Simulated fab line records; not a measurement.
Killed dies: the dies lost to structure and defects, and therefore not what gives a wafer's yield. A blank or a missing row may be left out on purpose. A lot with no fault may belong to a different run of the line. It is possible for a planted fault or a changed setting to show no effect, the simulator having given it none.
Which tool is to blame? | flow berkeley_cmos170 | Sampling: 13 lots, 39 wafers, 6 of 331 route steps

## WHAT THE GAUGES READ, wafer by wafer
UCB170_ACTIVE_CD_MEAS_13: target cd 1200 nm.
lot  | measured    | on        | cd_nm (nm)
L879 | day 5 01:59 | cd_sem-01 | 1200.8 1200.1 1200.7
L880 | day 5 06:21 | cd_sem-01 | 1199.0 1199.1 1199.8
L881 | day 5 15:42 | cd_sem-01 | 1202.5 1200.1 1201.3
L884 | day 5 19:04 | cd_sem-02 | 1203.2 1201.5 1203.1
L893 | day 7 07:04 | cd_sem-01 | 1198.4 1198.5 1198.4
L890 | day 7 07:10 | cd_sem-02 | 1201.4 1200.6 1200.3
L891 | day 7 13:41 | cd_sem-02 | 1199.8 1199.5 1200.9
L894 | day 7 16:58 | cd_sem-02 | 1202.8 1202.1 1201.4
L892 | day 7 18:00 | cd_sem-02 | 1198.3 1198.0 1198.6
L896 | day 7 23:43 | cd_sem-01 | 1194.1 1195.0 1195.6
L897 | day 8 09:09 | cd_sem-02 | 1200.7 1201.6 1201.2
L899 | day 9 01:55 | cd_sem-01 | 1197.2 1198.3 1196.5
L898 | day 9 06:43 | cd_sem-02 | 1200.7 1201.4 1199.9

UCB170_ACTIVE_OVL_MEAS_14.
lot  | measured    | on         | ACTIVE_OVL (nm)
L879 | day 5 02:05 | overlay-02 | 5 13 3
L880 | day 5 06:28 | overlay-01 | -4 -4 1
L881 | day 5 15:46 | overlay-02 | 11 5 8
L884 | day 5 19:11 | overlay-01 | 8 2 9
L893 | day 7 07:11 | overlay-02 | 6 9 9
L890 | day 7 07:17 | overlay-01 | 2 11 4
L891 | day 7 13:48 | overlay-02 | 5 3 3
L894 | day 7 17:03 | overlay-01 | 10 8 9
L892 | day 7 18:07 | overlay-01 | 0 -5 10
L896 | day 7 23:50 | overlay-01 | 2 8 9
L897 | day 8 09:16 | overlay-02 | 4 8 1
L899 | day 9 02:01 | overlay-02 | 2 -6 -6
L898 | day 9 06:50 | overlay-02 | 13 5 12

UCB170_PFIELD_OVL_MEAS_06.
lot  | measured    | on         | PFIELD_OVL (nm)
L879 | day 5 03:58 | overlay-01 | -1 -6 -11
L880 | day 5 07:50 | overlay-01 | 0 -3 -1
L881 | day 5 21:07 | overlay-01 | - - -
L884 | day 5 22:07 | overlay-01 | -4 -2 -14
L893 | day 7 09:22 | overlay-02 | 4 -1 -2
L890 | day 7 09:26 | overlay-01 | -2 -2 -3
L891 | day 7 15:10 | overlay-02 | 16 12 11
L894 | day 7 18:41 | overlay-01 | -8 -7 -5
L892 | day 7 19:47 | overlay-02 | 1 -6 8
L896 | day 8 01:30 | overlay-01 | -9 -6 -11
L897 | day 8 10:46 | overlay-02 | 2 7 4
L899 | day 9 05:02 | overlay-02 | -2 1 -1
L898 | day 9 09:50 | overlay-02 | -11 -4 -16

UCB170_PFIELD_TW_MEAS_09.
lot  | measured    | on            | PFIELD_TW
L879 | day 5 04:15 | film_metro-04 | 608 608 611
L880 | day 5 08:07 | film_metro-01 | 606 611 608
L881 | day 5 21:25 | film_metro-03 | 30 30 30
L884 | day 5 22:23 | film_metro-03 | 604 602 597
L893 | day 7 09:38 | film_metro-03 | 598 597 595
L890 | day 7 09:43 | film_metro-04 | 610 612 610
L891 | day 7 15:28 | film_metro-04 | 609 610 610
L894 | day 7 18:59 | film_metro-04 | 612 610 609
L892 | day 7 20:04 | film_metro-01 | 600 602 607
L896 | day 8 01:47 | film_metro-03 | 594 595 597
L897 | day 8 11:03 | film_metro-04 | 611 609 609
L899 | day 9 05:20 | film_metro-01 | 597 597 597
L898 | day 9 10:07 | film_metro-04 | 611 607 615

UCB170_FIELD_THK_MEAS_02.
lot  | measured    | on            | FIELD_OXIDE_THK (nm)
L879 | day 5 10:46 | film_metro-04 | 561 565 575
L880 | day 5 15:16 | film_metro-01 | 568 573 573
L881 | day 6 01:27 | film_metro-04 | 579 579 575
L884 | day 6 03:10 | film_metro-01 | 550 551 547
L893 | day 7 15:30 | film_metro-02 | 550 553 559
L890 | day 7 15:31 | film_metro-04 | 552 568 558
L891 | day 7 20:04 | film_metro-04 | 573 572 574
L894 | day 7 23:20 | film_metro-01 | 566 564 560
L892 | day 7 23:19 | film_metro-02 | 554 556 555
L896 | day 8 07:31 | film_metro-04 | 574 563 572
L897 | day 8 18:50 | film_metro-02 | 539 537 544
L899 | day 9 11:12 | film_metro-01 | 569 561 565
L898 | day 9 15:44 | film_metro-04 | 565 570 571

## WHAT TOOL EACH LOT RAN ON (gives the tool, then ch and the chambers of the sampled wafers, and finally the start)
lot  | UCB170_PFIELD_EXPOSE_03
L879 | krf_scanner-01 ch 0, day 5 03:15
L880 | krf_scanner-01 ch 0, day 5 07:27
L881 | krf_scanner-02 ch 0, day 5 20:34
L884 | krf_scanner-02 ch 0, day 5 21:07
L893 | krf_scanner-02 ch 0, day 7 08:47
L890 | krf_scanner-02 ch 0, day 7 08:55
L891 | krf_scanner-02 ch 0, day 7 14:47
L894 | krf_scanner-01 ch 0, day 7 18:17
L892 | krf_scanner-01 ch 0, day 7 19:14
L896 | krf_scanner-01 ch 0, day 8 00:59
L897 | krf_scanner-02 ch 0, day 8 10:23
L899 | krf_scanner-02 ch 0, day 9 03:56
L898 | krf_scanner-01 ch 0, day 9 08:53
- UCB170_PFIELD_EXPOSE_03: exposes mask PFIELD, target cd 1500 nm.

## WHAT THE TOOLS THEMSELVES READ (means of the sampled wafers that have a number; where no wafer has one, the mark that the record gives instead)
UCB170_PFIELD_EXPOSE_03.
lot  | tool           | reticle_temp_C (C)
L879 | krf_scanner-01 | 23.10
L880 | krf_scanner-01 | 22.92
L881 | krf_scanner-02 | 23.01
L884 | krf_scanner-02 | 23.03
L893 | krf_scanner-02 | 23.03
L890 | krf_scanner-02 | 22.95
L891 | krf_scanner-02 | 22.95
L894 | krf_scanner-01 | 22.93
L892 | krf_scanner-01 | 22.96
L896 | krf_scanner-01 | 23.00
L897 | krf_scanner-02 | 23.11
L899 | krf_scanner-02 | 23.07
L898 | krf_scanner-01 | 23.10

## THE ANSWER, worked out from the rows above alone
Rule: the lots themselves supply what counts as usual. The widest of any qualifying gaps counts: lots, ordered by their means at a reading, are off when they make up no more than a third of the lots, leave a main group of 4 or more, and stand apart from it by 3 or more times the standard deviation of that group's means. A main group whose means are all the same, to the digits that the tables above print for the reading, isn't used. A lot without any number at a reading at which 4 lots or more have one is off too. All remaining lots with rows at the step are treated as sound. First the gauges in route order, then the tools' own readings, where a lot's mean is used as printed above. The first step at which some lot is off is used, and at that step the reading that is off furthest; a lot without a number counts as furthest.
Off: at UCB170_PFIELD_OVL_MEAS_06 (PFIELD_OVL), L881. Without a number there: L881. For the main group the mean is -2 nm and the standard deviation 6.2.
A tool fits if, at a process step before that reading, it ran every lot that is off, and no sound lot after the first of them. The gauges at UCB170_PFIELD_OVL_MEAS_06 aren't tried: what is off there is off at UCB170_PFIELD_TW_MEAS_09 too, on other tools, and a gauge's error can't cause that. Of those tried, none fits.

## WHAT THE SIMULATOR HAD PUT IN
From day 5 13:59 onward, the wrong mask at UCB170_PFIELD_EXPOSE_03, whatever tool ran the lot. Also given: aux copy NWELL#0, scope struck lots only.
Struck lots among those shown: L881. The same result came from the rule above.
